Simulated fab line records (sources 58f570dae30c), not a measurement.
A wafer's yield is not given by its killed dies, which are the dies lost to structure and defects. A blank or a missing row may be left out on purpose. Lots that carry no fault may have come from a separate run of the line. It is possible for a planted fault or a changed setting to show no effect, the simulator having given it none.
One fault through the eyes of 2 desks | flow berkeley-cmos170 | every desk sees just its own numbers, and what lay behind them comes last

## METROLOGY DESK
Means of the sampled wafers that have a number, per lot and without regard to the tool the lot ran on: this is what the gauges read. If a lot's mean is further than 4 standard deviations from the usual mean, the lot is out of limits and carries the mark OUT (the distance appears in the brackets).
Columns: A = cd-nm at UCB170_CONTACT_CD_MEAS_15, usual 699.9 nm; B = CONTACT_OVL at UCB170_CONTACT_OVL_MEAS_16, usual 0 nm; C = cd-nm at UCB170_CONTACT_CD_MEAS_90, usual 700.0 nm; D = M1_AL_RS at UCB170_M1_RS_MEAS_01, usual 0.0486 ohm/sq; E = M1_AL_THK at UCB170_M1_THK_MEAS_02, usual 596 nm; F = cd-nm at UCB170_M1_CD_MEAS_09, usual 700.3 nm; G = M1_OVL at UCB170_M1_OVL_MEAS_10, usual -1 nm
lot  | first seen here | A     | B  | C     | D      | E   | F     | G
L209 | day 8 01:13     | 697.4 | -6 | 697.5 | 0.0490 | 593 | 701.3 | 0
L211 | day 8 04:36     | 698.1 | -7 | 698.0 | 0.0482 | 598 | 699.2 | -6
L215 | day 9 04:24     | 697.6 | 0  | 697.8 | 0.0482 | 602 | 704.6 | -5
L216 | day 9 05:04     | 701.5 | 6  | 701.8 | 0.0486 | 596 | 705.5 | -3
L222 | day 10 05:24    | 702.5 | 2  | 702.8 | 0.0482 | 601 | 699.2 | 0
L227 | day 11 08:35    | 699.3 | -3 | 699.4 | 0.0487 | 591 | 705.3 | -4
This desk's finding: nothing out of limits on any of the 6 lots.

## DESK OF THE TOOL OWNER: litho-track-01
The tool's own readings at UCB170_M1_COAT_04 (resist thk 900 nm): means of the sampled wafers that have a number, for each lot that ran on this tool. If a lot's mean is further than 4 standard deviations from the usual mean, the lot is out of limits and carries the mark OUT (the distance appears in the brackets).
Columns: A = spin-speed-rpm at UCB170_M1_COAT_04, usual 1500.3 rpm
lot  | first seen here | A
L211 | day 8 05:00     | 1499.1
L215 | day 9 05:00     | 1285.4 (-99 or more) OUT
L216 | day 9 06:00     | 1285.5 (-99 or more) OUT
This desk finds L215, L216 out of limits, L215 being first, at day 9 05:00 (spin-speed-rpm at UCB170_M1_COAT_04). In limits: L211.

## BROUGHT TOGETHER
The tool owner's desk had the chance to raise an alarm at day 9 05:00 on L215, L216.
Metrology desk: nothing out of limits seen.
The metrology desk has L215, L216 on record, within its limits.
UCB170_M1_COAT_04 was run on litho-track-01 by each of the lots named.

## WHAT WAS PUT IN BY THE SIMULATOR
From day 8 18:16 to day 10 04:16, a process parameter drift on litho-track-01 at UCB170_M1_COAT_04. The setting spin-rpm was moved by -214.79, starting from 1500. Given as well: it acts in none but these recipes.
Lots struck among those shown: L215, L216.
Each desk's first reading out of limits, in hours after the fault started: the tool owner's desk, 11.
